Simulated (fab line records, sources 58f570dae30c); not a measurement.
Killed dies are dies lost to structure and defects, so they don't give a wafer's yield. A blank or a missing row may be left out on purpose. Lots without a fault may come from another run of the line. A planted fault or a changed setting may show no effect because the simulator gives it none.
Chamber matching | flow berkeley_cmos170 | UCB170_V2_CMP_02 on cmp-01: 4 sister chambers
The step polishes SiO2. 14 wafers are shown with their chamber, then 7 later ones without.

WAFERS WITH THEIR CHAMBER
wafer  | chamber | motor_current_A (A) | slurry_flow_ml_min
L874.2 | 0       | 15.5                | 149.7
L874.4 | 3       | 18.0                | 149.3
L874.6 | 3       | 18.0                | 150.3
L878.2 | 0       | 16.3                | 149.6
L878.3 | 3       | 19.0                | 150.6
L878.5 | 2       | 17.9                | 150.4
L881.4 | 3       | 16.6                | 150.5
L881.5 | 2       | 17.4                | 150.2
L881.6 | 3       | 17.3                | 149.7
L882.2 | 0       | 15.4                | 149.9
L882.5 | 2       | 17.7                | 149.5
L882.6 | 3       | 16.9                | 149.9
L883.1 | 1       | 14.4                | 149.4
L883.2 | 0       | 15.9                | 150.4

SIGNATURES (means of the wafers above)
reading            | chamber 0 | chamber 1 | chamber 2 | chamber 3 | scatter within a chamber
motor_current_A    | 15.775    | 14.400    | 17.667    | 17.633    | 0.67
slurry_flow_ml_min | 149.900   | 149.400   | 150.033   | 150.050   | 0.458
Rule: a wafer's distance from a chamber is the root of the sum, over the readings, of the square of ((its reading less the chamber's mean) divided by the reading's scatter). The wafer belongs to the nearest chamber; if the next one is less than 2 further off, it can't be placed. The scatter: the root of (the sum of the squares of (reading less its chamber's mean) over the shown wafers, divided by (wafers less chambers)).

WAFERS WITHOUT THEIR CHAMBER
wafer  | motor_current_A (A) | slurry_flow_ml_min
L883.5 | 14.9                | 149.4
L889.2 | 14.8                | 149.2
L889.4 | 18.2                | 150.5
L889.6 | 15.5                | 150.4
L888.2 | 15.1                | 150.1
L888.3 | 17.0                | 149.5
L888.6 | 16.2                | 150.0

WHICH CHAMBER EACH WENT THROUGH
wafer  | from the rows above          | in truth
L883.5 | can't be placed: 1 or 0      | 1
L889.2 | can't be placed: 1 or 0      | 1
L889.4 | can't be placed: 2 or 3      | 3
L889.6 | can't be placed: 0 or 1      | 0
L888.2 | can't be placed: 0 or 1      | 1
L888.3 | can't be placed: 3 or 2 or 0 | 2
L888.6 | can't be placed: 0 or 3 or 2 | 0
Placed correctly: 0 of 7. Can't be placed from these rows: 7 (the true chamber is among the candidates in 7). Placed wrongly: 0.
